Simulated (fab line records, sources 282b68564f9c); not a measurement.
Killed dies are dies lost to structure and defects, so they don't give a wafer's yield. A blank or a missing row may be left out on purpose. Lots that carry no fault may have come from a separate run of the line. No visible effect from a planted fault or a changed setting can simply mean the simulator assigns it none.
One fault seen from 2 desks | flow rit cmos | only its own numbers are on each desk; what lay behind them is given at the end

== AT THE TOOL OWNER'S DESK: pvd sputter-04 ==
The tool's own readings at RIT_SILICIDE_SPUTTER_01 (material Ti, target thk 30 nm, time 240 s): means of the sampled wafers that have a number, for each lot that ran on this tool. The brackets show how far a lot's mean lies from the usual mean; more than 4 standard deviations puts the lot out of limits, marked OUT.
Columns: A = cathode dc power W at RIT_SILICIDE_SPUTTER_01, usual 350.00 W; B = throttle valve pct at RIT_SILICIDE_SPUTTER_01, usual 30.0 %
lot  | first seen here | A                        | B
L813 | day 3 16:27     | 350.02                   | 29.3
L824 | day 6 00:27     | 350.05                   | 29.8
L826 | day 6 09:49     | 350.02                   | 29.8
L828 | day 6 19:32     | 338.05 (-99 or more) OUT | 29.7
L830 | day 7 06:27     | 338.10 (-99 or more) OUT | 29.6
Finding of this desk: L828, L830 out of limits; the first was L828 at day 6 19:32, on cathode dc power W at RIT_SILICIDE_SPUTTER_01. L813, L824, L826: within limits.

== METROLOGY DESK ==
Means of the sampled wafers that have a number, per lot and without regard to the tool the lot ran on: this is what the gauges read. The brackets show how far a lot's mean lies from the usual mean; more than 4 standard deviations puts the lot out of limits, marked OUT.
Columns: A = cd nm at RIT_ACTIVE_CD_MEAS_11, usual 1399.7 nm; B = PLDD_TW at RIT_PLDD_TW_MEAS_10, usual 2343; C = SILICIDE_TI_RS at RIT_SILICIDE_RS_MEAS_02, usual 48.0 ohm/sq; D = SILICIDE_TI_THK at RIT_SILICIDE_THK_MEAS_03, usual 30.1 nm; E = CONTACT_TEOS_THK at RIT_CONTACT_THK_MEAS_01, usual 401 nm
lot  | first seen here | A      | B    | C    | D    | E
L810 | day 1 15:49     | 1400.0 | 2353 | 48.3 | 29.8 | 399
L811 | day 1 20:17     | 1401.9 | 2377 | 48.5 | 30.2 | 401
L812 | day 2 01:09     | 1398.2 | 2356 | 49.5 | 29.2 | 400
L813 | day 2 05:28     | 1396.9 | 2370 | 48.7 | 29.6 | 397
L816 | day 2 20:32     | 1399.9 | 2354 | 47.7 | 30.2 | 405
L817 | day 3 01:34     | 1396.9 | 2332 | 48.5 | 29.7 | 401
L818 | day 3 06:28     | 1400.8 | 2330 | 48.2 | 30.0 | 404
L821 | day 3 21:29     | 1398.2 | 2324 | 47.6 | 30.2 | 404
L824 | day 4 12:35     | 1404.2 | 2360 | 48.3 | 29.9 | 398
L826 | day 4 23:31     | 1397.0 | 2324 | 47.6 | 30.3 | 404
L828 | day 5 08:28     | 1399.8 | 2351 | 50.1 | 29.1 | 397
L830 | day 5 19:17     | 1402.6 | 2347 | 49.3 | 29.4 | 396
L831 | day 5 23:28     | 1397.8 | 2330 | 48.0 | 30.2 | 395
L833 | day 6 09:26     | 1402.4 | 2346 | 47.5 | 30.3 | 402
Result from this desk: across the 14 lots, nothing is out of limits.

== BROUGHT TOGETHER ==
At day 6 19:32, on L828, L830, the tool owner's desk was in a position to raise an alarm.
Nothing out of limits was seen by the metrology desk.
The metrology desk has L828, L830 on record, within its limits.
Of the lots named, all ran RIT_SILICIDE_SPUTTER_01 on pvd sputter-04.

== WHAT HAD BEEN PUT IN BY THE SIMULATOR ==
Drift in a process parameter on pvd sputter-04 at RIT_SILICIDE_SPUTTER_01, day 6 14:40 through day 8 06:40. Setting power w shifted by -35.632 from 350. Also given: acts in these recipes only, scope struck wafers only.
Struck lots among those shown: L828, L830.
Each desk's first reading out of limits, in hours after the fault started: the tool owner's desk, 5.
